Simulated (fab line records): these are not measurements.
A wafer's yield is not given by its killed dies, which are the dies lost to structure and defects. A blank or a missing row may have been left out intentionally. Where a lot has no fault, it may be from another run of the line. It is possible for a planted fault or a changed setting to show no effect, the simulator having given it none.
8D (eight disciplines) problem report, filled in by code ; flow berkeley_cmos170 ; the parts of the form that need people (team, actions taken, sign-off) are left out

== 1. WHAT IS WRONG ==
Mean NVT_TW at UCB170_NVT_TW_MEAS_09: 535.0 over 9 wafers in 3 lots; fault-free wafers: 518.6, standard deviation 2.5. Measured from the usual mean, that is +6.5 standard deviations.
Seen first at day 10 00:34 on film_metro-01, wafer L356.3. The record has a number at this step for 45 wafers belonging to 15 lots. The rule behind "out" and "out of limits": a value lying over 4 standard deviations away from the usual mean. Any other wafer with a number is counted as sound.

== 2. WHAT THIS IS AND IS NOT ==
question;is;is not
which readings at this step;NVT_TW;-
which lots;L356, L359, L361;L340, L341, L345, L346, L347, L348, L349, L351, L352, L353, L355, L363
which wafers of those lots;all that have a number;-
read on which gauges;film_metro-01, film_metro-02;film_metro-04
when;from day 10 00:34;"up to then (33 sound wafers); but 3 sound wafers of L363 came after"

== 3. SUSPECTS, AND WHAT RULES EACH OUT ==
Counting: a tool at a process step up to the reading stays a suspect if it ran every lot that is out and no sound lot after the first of them.
- the gauge at UCB170_NVT_TW_MEAS_09: ruled out. The wafers that are out were read on 2 gauges (film_metro-01, film_metro-02).
- implanter-02 at UCB170_NVT_IMPLANT_07: kept. It ran every lot that is out, first L356 (day 10 00:21), and no sound lot after that; its last sound lot up to then is L353 (day 9 10:04). Its own dose_ions_cm2 readings are out on those wafers.
The count leaves implanter-02 at UCB170_NVT_IMPLANT_07.

== 4. THE CAUSE (what the simulator had put in) ==
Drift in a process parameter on implanter-02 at UCB170_NVT_IMPLANT_07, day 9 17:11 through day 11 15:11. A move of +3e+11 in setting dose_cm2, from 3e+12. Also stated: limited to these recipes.
Only this tool survived the counting.

== 5. SEQUENCE OF EFFECTS, ordered by route ==
One row per reading whose mean, taken over the struck wafers that have a number, lies over 3 standard deviations from the usual. Readings are gone through only where the record gives a usual standard deviation; hours: the median, over the lots, of the time from a lot's start at the first step in this table giving one to that lot's start at this step; sigmas: the change measured in usual standard deviations.
hours;step;reading;usual;on struck wafers;change;sigmas
0;UCB170_NVT_IMPLANT_07;dose_ions_cm2;3.0005e+12;3.3025e+12;+3.0202e+11;+99 or more
0;UCB170_NVT_IMPLANT_07;faraday_current_uA;9.49;10.43;+0.94;+5.0
0;UCB170_NVT_TW_MEAS_09;NVT_TW;518.6;535.0;+16.4;+6.5
Process steps it contains:
- UCB170_NVT_IMPLANT_07
At these later measuring or inspecting steps, every struck wafer for which the step has a row has a number for every such reading, and none has moved that far: UCB170_CONTACT_CD_MEAS_15, UCB170_M2_RS_MEAS_02.

== 6. HOW IT WOULD HAVE BEEN CAUGHT EARLIER ==
In this record the first reading out of limits at a measuring or inspecting step was taken at day 10 00:34, 7 hours after the fault began at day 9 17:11.
At UCB170_NVT_IMPLANT_07, the tool's own readings (dose_ions_cm2) were out on each struck wafer the step has a row for, so an alarm limit on them would have fired on the first such wafer.
L361, L359, from the lots that are out (3), started UCB170_NVT_IMPLANT_07 on implanter-02 later than day 10 00:34. A hold on the tool at that time would have spared those 2.
